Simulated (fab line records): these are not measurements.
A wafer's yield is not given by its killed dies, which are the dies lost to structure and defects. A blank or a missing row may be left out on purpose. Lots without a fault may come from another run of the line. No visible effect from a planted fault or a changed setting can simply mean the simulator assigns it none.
Problem report in the 8D (eight disciplines) form, filled by code | flow berkeleyCmos170 | the parts of the form that need people (team, actions taken, sign-off) are left out

== 1. PROBLEM STATEMENT ==
oesProductAu at UCB170_M2_ETCH_17 reads a mean of 1.238 a.u. on 6 wafers of 2 lots; wafers without a fault read 1.009 a.u. with a standard deviation of 0.018. That puts it +13 standard deviations away from the usual mean.
The step: etches BARC in N2/H2.
First observed at day 11 00:53: wafer L938.2, on rieDiel-03. Wafers with a number at this step in the record: 42, from 14 lots. Rule for "out" (also "out of limits"): further than 4 standard deviations from the usual mean. The other wafers with a number count as sound.

== 2. WHAT IT IS, AND WHAT IT ISN'T ==
question                    | is                     | is not
which readings at this step | oesProductAu           | drypumpMotorCurrentA, throttleValvePct
which lots                  | L938, L944             | L930, L931, L932, L933, L934, L937, L940, L947, L948, L949, L950, L952
which wafers of those lots  | all that have a number | -
read on which tools         | rieDiel-03             | rieDiel-01, rieDiel-02
when                        | from day 11 00:53      | up to then (21 sound wafers); but 15 sound wafers of L947, L948, L949, L950, L952 came after

== 3. WHAT RULES OUT EACH SUSPECT ==
Counting: a tool at a process step up to the reading stays a suspect if it ran every lot that is out and no sound lot after the first of them.
- rieDiel-03 at UCB170_M2_ETCH_17 (etches BARC in N2/H2): kept. It ran every lot that is out, first L938 (day 11 00:53), and no sound lot after that; its last sound lot up to then is L940 (day 11 00:12). Its own oesProductAu readings are out on those wafers.
Left after counting: rieDiel-03 at UCB170_M2_ETCH_17.

== 4. THE CAUSE (what the simulator had put in) ==
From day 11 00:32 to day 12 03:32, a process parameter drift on rieDiel-03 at UCB170_M2_ETCH_17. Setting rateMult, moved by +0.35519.
Counting left only this tool.

== 5. SEQUENCE OF EFFECTS, ordered by route ==
One row per reading whose mean, taken over the struck wafers that have a number, lies over 3 standard deviations from the usual. Readings are gone through only where the record gives a usual standard deviation; hours: the median, over the lots, of the time from a lot's start at the first step in this table giving one to that lot's start at this step; sigmas: the change measured in usual standard deviations.
hours | step              | reading      | usual      | on struck wafers | change | sigmas
0     | UCB170_M2_ETCH_17 | oesProductAu | 1.009 a.u. | 1.238            | +0.230 | +13
The process steps in it:
- UCB170_M2_ETCH_17: etches BARC in N2/H2.

== 6. WHAT WOULD HAVE CAUGHT IT SOONER ==
In this record the first reading out of limits was taken at day 11 00:53, 0 hours after the fault began at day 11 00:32.
